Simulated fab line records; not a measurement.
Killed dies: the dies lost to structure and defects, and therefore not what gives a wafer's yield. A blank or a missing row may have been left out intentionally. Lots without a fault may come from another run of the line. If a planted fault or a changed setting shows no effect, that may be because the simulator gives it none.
Struck lot and sound lot, side by side ; flow berkeley_cmos170 ; 17 steps out of a route of 331
Sound: these wafers, L923.1, L923.4, L923.6. Wafers L934.1, L934.3, L934.4 were the ones struck. At the end, the cause is stated.
Each step with rows lists, per side, the tool, then ch with its chambers, then its first start. Under that, the readings that differ: sound wafers ; struck wafers ; difference of the means ; sigmas: that difference in standard deviations of wafers without a fault.
alike: same words and numbers on both sides, and readings whose means sit less than 2 such deviations apart. not compared: any withheld reading, any reading some wafer has no value for, any bound like >300 that may hide the same value, and any number with overlapping values for which the record gives no deviation.
Wherever a step has rows on one side only, a row that says differs or no value, or a row with sigmas, the two part there. When numbers do not overlap yet have no deviation, they are printed without sigmas and do not part them. A reading missing from all wafers of one side parts the sides only when that side holds two or more wafers.

first, 1 step without rows for these wafers: UCB170_PWELL_OXIDATION_02 (target thk 26.4 nm, ox time 1260 s).
UCB170_PWELL_THK_MEAS_03:
  sound: film_metro-03 at day 3 12:51; struck: film_metro-03 at day 5 05:14
  alike: PWELL_OXIDE_THK
then, 2 steps without rows for these wafers: UCB170_PWELL_ANNEAL_04 (time 900 s); UCB170_PWELL_CVD_05 (deposits Si3N4 from SiH2Cl2/NH3, target thk 220 nm, time 3300 s).
UCB170_PWELL_THK_MEAS_06:
  sound: film_metro-02 at day 3 21:31; struck: film_metro-03 at day 5 12:31
reading;sound;struck;difference;sigmas
PWELL_NITRIDE_THK (nm);223.2 222.9 222.1;217.0 219.5 218.0;-4.6;-2
then, 6 steps without rows for these wafers: UCB170_PWELL_HMDS_07 (prime time 60 s); UCB170_PWELL_COAT_08 (resist thk 900 nm); UCB170_PWELL_SOFTBAKE_09 (time 60 s); UCB170_PWELL_EXPOSE_10 (exposes mask PWELL, target cd 3000 nm); UCB170_PWELL_PEB_11; UCB170_PWELL_DEVELOP_12 (develop time 45 s).
UCB170_PWELL_OVL_MEAS_13:
  sound: overlay-02 at day 3 23:12; struck: overlay-02 at day 5 14:55
  alike: PWELL_OVL
UCB170_PWELL_ETCH_14: etches Si3N4 in CH3F/Ar/O2, stops on SiO2, target depth 242 nm, time 151 s.
  sound on rie_diel-03 ch 1,2, day 3 23:14; struck on rie_diel-01 ch 1,2,3, day 5 14:57
reading;sound;struck;difference;sigmas
drypump_motor_current_A (A);5.4 4.8 4.8;6.1 5.8 5.7;+0.9;+2
oes_product_au (a.u.);0.958 0.935 0.930;1.025 0.963 0.999;+0.055;+4
run_length_s (s);179.8 178.5 178.7;168.5 168.4 167.7;-10.8;-23
model.KrF_of_PWELL_COAT_08.thk_nm (nm);725.9 716.7 718;735.4 745.2 737;+19.0;
  alike: throttle_valve_pct
  not compared: rf_hours_counter_h
then, 1 step without rows for these wafers: UCB170_PWELL_IMPLANT_15.
UCB170_PWELL_STRIP_16: strips in O2.
  sound on plasma_asher-01 ch 1, day 3 23:29; struck on plasma_asher-04 ch 0,1, day 5 15:13
reading;sound;struck;difference;sigmas
strip_time_to_endpoint_s (s);18.13 17.90 17.93;18.32 18.59 18.38;+0.44;+5
  alike: drypump_motor_current_A, oes_product_au
  not compared: rf_hours_counter_h
UCB170_PWELL_TW_MEAS_17:
  sound: film_metro-02 at day 3 23:35; struck: film_metro-01 at day 5 15:19
reading;sound;struck;difference;sigmas
PWELL_TW;371 371 372;380 381 380;+9;+2
then, 1 step without rows for these wafers: UCB170_M3_PROBE_99.

== WHERE THEY PART ==
At UCB170_PWELL_THK_MEAS_06 first; at UCB170_PWELL_TW_MEAS_17 last (within this record only).

WHY: what the simulator had put in
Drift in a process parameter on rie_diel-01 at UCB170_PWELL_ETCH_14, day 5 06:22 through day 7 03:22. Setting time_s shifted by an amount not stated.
